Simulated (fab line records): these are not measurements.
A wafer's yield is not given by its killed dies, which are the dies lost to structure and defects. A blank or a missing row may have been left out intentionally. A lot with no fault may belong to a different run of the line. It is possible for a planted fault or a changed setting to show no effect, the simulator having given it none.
Problem report in the 8D (eight disciplines) form, filled by code / flow ritCmos / the parts of the form that need people (team, actions taken, sign-off) are left out

== 1. WHAT WENT WRONG ==
ACTIVE_NITRIDE_THK at RIT_ACTIVE_THK_MEAS_04 reads a mean of 120.6 nm on 3 wafers of 1 lot; wafers without a fault read 150.3 nm with a standard deviation of 1.4. Measured from the usual mean, that is -21 standard deviations.
First seen on wafer L624.3, day 3 20:33, on filmMetro-01. The record holds 36 wafers of 12 lots with a number at this step. Rule for "out" (also "out of limits"): further than 4 standard deviations from the usual mean. The rest of the wafers with a number are treated as sound.

== 2. WHAT IT IS AND WHAT IT IS NOT ==
question=which readings at this step | is=ACTIVE_NITRIDE_THK | is not=-
question=which lots | is=L624 | is not=L613, L614, L615, L616, L617, L618, L619, L631, L633, L635, L636
question=which wafers of those lots | is=all that have a number | is not=-
question=read on which gauges | is=filmMetro-01 | is not=filmMetro-02, filmMetro-03
question=when | is=from day 3 20:33 | is not=up to then (21 sound wafers); but 12 sound wafers of L631, L633, L635, L636 came after

== 3. SUSPECTS, AND WHAT RULES EACH OUT ==
Counting: a tool stays on the suspect list if, at a process step up to the reading, it processed all lots that are out and no sound lot following the first of them.
- the gauge at RIT_ACTIVE_THK_MEAS_04 is ruled out. All the wafers that are out were read on filmMetro-01, but those of them that RIT_ACTIVE_ETCH_13 has rows for are out there too, on other tools.
- lpcvd-02 at RIT_ACTIVE_CVD_03 (deposits Si3N4 from SiH2Cl2/NH3, target thk 150 nm, time 1500 s): kept. It ran the lot that is out, L624 (day 3 19:07), and no sound lot after that; its last sound lot up to then is L619 (day 2 18:07).
Remaining after the count: lpcvd-02 at RIT_ACTIVE_CVD_03.

== 4. THE CAUSE (what the simulator had put in) ==
lpcvd-02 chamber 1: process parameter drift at RIT_ACTIVE_CVD_03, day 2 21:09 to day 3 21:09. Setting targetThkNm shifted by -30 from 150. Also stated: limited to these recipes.
Counting left only this tool.

== 5. THE EFFECT CHAIN, in route order ==
Rows list readings where the struck wafers' mean (over those with a number) sits beyond 3 standard deviations from the usual. Scope: only readings with a usual standard deviation given in the record; hours: median across lots of the time from each lot's start at the first step in this table that gives one to its start at this step; sigmas: change in usual standard deviations.
hours=0; step=RIT_ACTIVE_THK_MEAS_04; reading=ACTIVE_NITRIDE_THK; usual=150.3 nm; on struck wafers=120.6; change=-29.7; sigmas=-21
hours=1; step=RIT_ACTIVE_ETCH_13; reading=oesProductAu; usual=0.826 a.u.; on struck wafers=0.747; change=-0.079; sigmas=-4.9
Here are the process steps it includes:
- RIT_ACTIVE_ETCH_13: etches Si3N4 in SF6, stops on SiO2, time 210 s, target depth 210 nm.
Later measuring or inspecting steps at which every struck wafer that the step has a row for has a number for every such reading, and none has moved that far: RIT_NSD_TW_MEAS_10.

== 6. WHAT WOULD HAVE CAUGHT IT SOONER ==
The first out-of-limits reading at a measuring or inspecting step in this record came at day 3 20:33, 23 hours after the fault's start at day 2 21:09.
No tool reading at RIT_ACTIVE_CVD_03 that has a usual standard deviation in the record was out on any struck wafer, so an alarm limit of 4 standard deviations on those readings would not have fired.
All the lots that are out (1) had begun RIT_ACTIVE_CVD_03 on lpcvd-02 by day 3 20:33. None of them would have been spared by holding the tool at that moment.
